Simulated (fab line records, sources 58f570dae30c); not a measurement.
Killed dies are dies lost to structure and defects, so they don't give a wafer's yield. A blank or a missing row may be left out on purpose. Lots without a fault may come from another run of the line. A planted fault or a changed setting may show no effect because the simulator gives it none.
Which tool did it? | flow berkeley_cmos170 | 15 lots, 45 wafers sampled, at 2 steps of a route of 331

WHAT THE GAUGES READ, wafer by wafer
UCB170_NWELL_TW_MEAS_16. Usual: NWELL_TW 1243, standard deviation 6.8.
lot  | measured    | on            | NWELL_TW                      | flag
L266 | day 2 11:01 | film_metro-04 | 1250 1247 1251                |
L267 | day 2 11:17 | film_metro-02 | 1250 1249 1246                |
L268 | day 2 20:03 | film_metro-04 | 1249 1243 1245                |
L273 | day 4 01:01 | film_metro-02 | 1283 1286 1289 1287 1282 1280 | OFF
L275 | day 4 05:23 | film_metro-04 | 1248 1250 1246                |
L276 | day 4 15:19 | film_metro-01 | 1273 1278 1285 1285 1279 1279 | OFF
L278 | day 5 02:26 | film_metro-04 | 1283 1287 1287 1286 1292 1292 | OFF
L279 | day 5 02:43 | film_metro-02 | 1244 1246 1240                |
L281 | day 5 13:31 | film_metro-01 | 1237 1240 1238                |
L282 | day 6 01:01 | film_metro-04 | 1236 1251 1239                |
L284 | day 6 06:32 | film_metro-01 | 1246 1240 1240                |
L286 | day 6 13:13 | film_metro-01 | 1231 1235 1234                |
L285 | day 6 13:30 | film_metro-02 | 1246 1247 1249                |
L288 | day 7 01:07 | film_metro-04 | 1247 1240 1245                |
L289 | day 7 09:07 | film_metro-04 | 1244 1250 1244                |

WHICH TOOL RAN EACH LOT (tool, then ch and the chambers of the sampled wafers, then the start)
lot  | UCB170_NWELL_IMPLANT_14
L266 | implanter-04 ch 0, day 2 10:46
L267 | implanter-04 ch 0, day 2 11:05
L268 | implanter-01 ch 0, day 2 19:49
L273 | implanter-04 ch 0, day 4 00:46
L275 | implanter-01 ch 0, day 4 05:09
L276 | implanter-04 ch 0, day 4 15:05
L278 | implanter-04 ch 0, day 5 02:11
L279 | implanter-02 ch 0, day 5 02:30
L281 | implanter-02 ch 0, day 5 13:16
L282 | implanter-02 ch 0, day 6 00:46
L284 | implanter-01 ch 0, day 6 06:17
L286 | implanter-02 ch 0, day 6 12:58
L285 | implanter-01 ch 0, day 6 13:15
L288 | implanter-02 ch 0, day 7 00:55
L289 | implanter-01 ch 0, day 7 08:52
- UCB170_NWELL_IMPLANT_14

WHAT THE TOOLS THEMSELVES READ (means of the sampled wafers that have a number; where no wafer has one, the mark that the record gives instead)
UCB170_NWELL_IMPLANT_14. Usual: beam_energy_keV 150.01, standard deviation 0.051; tilt_deg 7.000 degrees, standard deviation 0.018.
lot  | tool         | beam_energy_keV | tilt_deg (degrees) | flag
L266 | implanter-04 | 150.05          | 7.030              |
L267 | implanter-04 | 150.03          | 7.003              |
L268 | implanter-01 | 150.01          | 6.989              |
L273 | implanter-04 | 174.19          | 6.997              | OFF
L275 | implanter-01 | 150.06          | 7.002              |
L276 | implanter-04 | 174.18          | 6.997              | OFF
L278 | implanter-04 | 174.15          | 7.007              | OFF
L279 | implanter-02 | 150.06          | 7.001              |
L281 | implanter-02 | 149.99          | 7.005              |
L282 | implanter-02 | 149.99          | 6.983              |
L284 | implanter-01 | 149.99          | 7.003              |
L286 | implanter-02 | 150.05          | 6.990              |
L285 | implanter-01 | 150.01          | 7.022              |
L288 | implanter-02 | 150.00          | 7.009              |
L289 | implanter-01 | 150.04          | 6.997              |

THE ANSWER, worked out from the rows above alone
Rule: a lot is off if the mean of its wafers that have a number lies more than 3 standard deviations from the usual mean. A lot without any number at a reading at which 4 lots or more have one is off too. The other lots that the step has rows for count as sound. The gauges are gone through in route order, then the tools' own readings, and for those a lot's mean is taken as printed above. The first step at which some lot is off is used, and at that step the reading that is off furthest; a lot without a number counts as furthest.
Off: L273, L276, L278, at UCB170_NWELL_TW_MEAS_16 (NWELL_TW).
A tool fits if, at a process step before that reading, it ran every lot that is off, and no sound lot after the first of them. The gauges at UCB170_NWELL_TW_MEAS_16 aren't tried: what is off there is off at UCB170_NWELL_IMPLANT_14 too, on other tools, and a gauge's error can't cause that. One fits: implanter-04 at UCB170_NWELL_IMPLANT_14. Its last sound lot is L267 (day 2 11:05), its first lot that is off L273 (day 4 00:46): a fault that began between those two fits.
The tool's own readings at UCB170_NWELL_IMPLANT_14 bear it out: on the lots that are off they differ by more than 5 times the standard deviation of the sound lots' means. beam_energy_keV reads 174.17 there against 150.02 on the sound lots.

WHAT THE SIMULATOR HAD PUT IN
Process parameter drift: implanter-04, from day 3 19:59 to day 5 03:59, at UCB170_NWELL_IMPLANT_14. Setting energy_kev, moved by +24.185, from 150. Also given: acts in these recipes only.
Lots struck among those shown: L273, L276, L278. The rule above found the same.
